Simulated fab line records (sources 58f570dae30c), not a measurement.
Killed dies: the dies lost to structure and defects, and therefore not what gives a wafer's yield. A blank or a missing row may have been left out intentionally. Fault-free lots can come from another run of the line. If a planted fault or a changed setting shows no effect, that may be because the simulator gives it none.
Split-lot experiment | flow berkeley cmos170 | 5 lots, 23 wafers read, on a route of 331 steps

## ON THE SPLIT
At UCB170_M3_PEB_13, the setting peb temp c was moved away from the recipe's 130 C on 7 of the 23 wafers read, by -2.2% to +1.3%. This setting was run at the recipe's value on the other wafers.

## FROM THE SPLIT TO THE READING: what the file shows between them, 5 steps
- UCB170_M3_DEVELOP_14: develop time 45 s
- UCB170_M3_CD_MEAS_15: target cd 700 nm
- UCB170_M3_ETCH_17: etches BARC in N2/H2 (also split here: source w)
- UCB170_M3_METAL_ETCH_18: etches Al in Cl2/BCl3, stops on SiO2, target depth 1170 nm, time 189.5 s
- UCB170_M3_STRIP_19: strips in O2

## THE READING
cd nm, in nm, at UCB170_M3_CD_MEAS_90 (target cd 700 nm). A value of 701.6 nm with a standard deviation of 3 nm is what fault-free wafers of this fab line usually give.

wafer  | tool, chamber at the split | peb temp c as run, C | against the recipe | cd nm, nm | against lot-mates on the recipe
L074.1 | litho track-04, 0          | 130                  | recipe             | 697.8     | -
L074.2 | litho track-04, 0          | 128.9                | -0.8%              | 712.7     | +12.7
L074.3 | litho track-04, 0          | 128.9                | -0.8%              | 703.3     | +3.3
L074.4 | litho track-04, 0          | 130                  | recipe             | 704.2     | -
L074.5 | litho track-04, 0          | 130                  | recipe             | 698.1     | -
L076.1 | litho track-02, 0          | 130                  | recipe             | 700.7     | -
L076.2 | litho track-02, 0          | 130                  | recipe             | 710.1     | -
L076.3 | litho track-02, 0          | 130                  | recipe             | 705.8     | -
L076.5 | litho track-02, 0          | 130                  | recipe             | 705.1     | -
L076.6 | litho track-02, 0          | 130                  | recipe             | 697.3     | -
L079.1 | litho track-04, 0          | 127.2                | -2.2%              | 722.3     | +21.0
L079.2 | litho track-04, 0          | 127.2                | -2.2%              | 718.1     | +16.8
L079.3 | litho track-04, 0          | 130                  | recipe             | 702.8     | -
L079.5 | litho track-04, 0          | 130                  | recipe             | 698.6     | -
L079.6 | litho track-04, 0          | 130                  | recipe             | 702.5     | -
L082.2 | litho track-02, 0          | 131.7                | +1.3%              | 689.8     | -14.4
L082.3 | litho track-02, 0          | 130                  | recipe             | 702.1     | -
L082.4 | litho track-02, 0          | 131.7                | +1.3%              | 694.9     | -9.3
L082.5 | litho track-02, 0          | 130                  | recipe             | 706.2     | -
L082.6 | litho track-02, 0          | 131.7                | +1.3%              | 692.7     | -11.5
L083.3 | litho track-03, 0          | 130                  | recipe             | 702.5     | -
L083.5 | litho track-03, 0          | 130                  | recipe             | 700.4     | -
L083.6 | litho track-03, 0          | 130                  | recipe             | 697.8     | -

FIT RESULTS
A straight line over all 23 wafers: cd nm changes by -7.93 nm for each +1% of peb temp c; r = -0.88; the points scatter about the line by 3.6 nm.
The same after taking each lot's own level away (the mean of its wafers on the recipe; 23 wafers): -8.88 nm for each +1%; r = -0.92; scatter 3.2 nm.
According to that fit, moving peb temp c by its largest amount changes the reading by 19 nm.
The span of the lots' own levels, 700.03 to 704.15 nm, comes to 1.4 times the standard deviation stated above.
Hence the slope depends on the lot-to-lot level, as the two fits are not the same.
Check: with one of the wafers moved furthest among these (-2.2%) left out of the fit, the line predicts +18.3 nm for it against its lot-mates. Against them it came out at +21 nm.

## ADDITIONAL SPLITS CARRIED BY THESE WAFERS
These wafers also went through other splits before the reading. Each is held against what the fit with the lots' levels taken away leaves over:
other split on the same wafers                 | wafers away from the commonest value | r with cd nm (lot level and that fit taken away)
UCB170_NSD_EXPOSE_03 dose mj                   | 9                                    | +0.20
UCB170_BACKSIDE_STRIP_03 power w               | 5                                    | +0.09
UCB170_SILICIDE_SPUTTER_01 chamber pressure pa | 15                                   | +0.02
UCB170_M1_COAT_04 resist thk nm                | 7                                    | -0.20
UCB170_V1_CVD_00 time s                        | 10                                   | -0.10
UCB170_M2_SPUTTER_01 chamber pressure pa       | 18                                   | +0.01
UCB170_M2_PEB_13 peb temp c                    | 8                                    | +0.05
UCB170_M3_ETCH_17 source w                     | 7                                    | -0.37

## THE WHOLE CHAIN: every reading that the file lists as answering this split, in the file's order
step                    | what it does                                                             | reading                                                   | change (the file's fit)              | r (the file's)
UCB170_M3_CD_MEAS_15    | target cd 700 nm                                                         | cd nm                                                     | -9.35 nm for each +1% of the setting | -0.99
UCB170_M3_ETCH_17       | etches BARC in N2/H2                                                     | M3.cd nm (the simulator's own value, which no gauge read) | -9.63 nm for each +1% of the setting | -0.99
UCB170_M3_METAL_ETCH_18 | etches Al in Cl2/BCl3, stops on SiO2, target depth 1170 nm, time 189.5 s | M3.cd nm (the simulator's own value, which no gauge read) | -8.95 nm for each +1% of the setting | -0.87
UCB170_M3_CD_MEAS_90    | target cd 700 nm                                                         | cd nm                                                     | -8.88 nm for each +1% of the setting | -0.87

## THE FILE'S OWN FIT
cd nm changes by -8.88 nm for each +1% of peb temp c, r = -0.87.
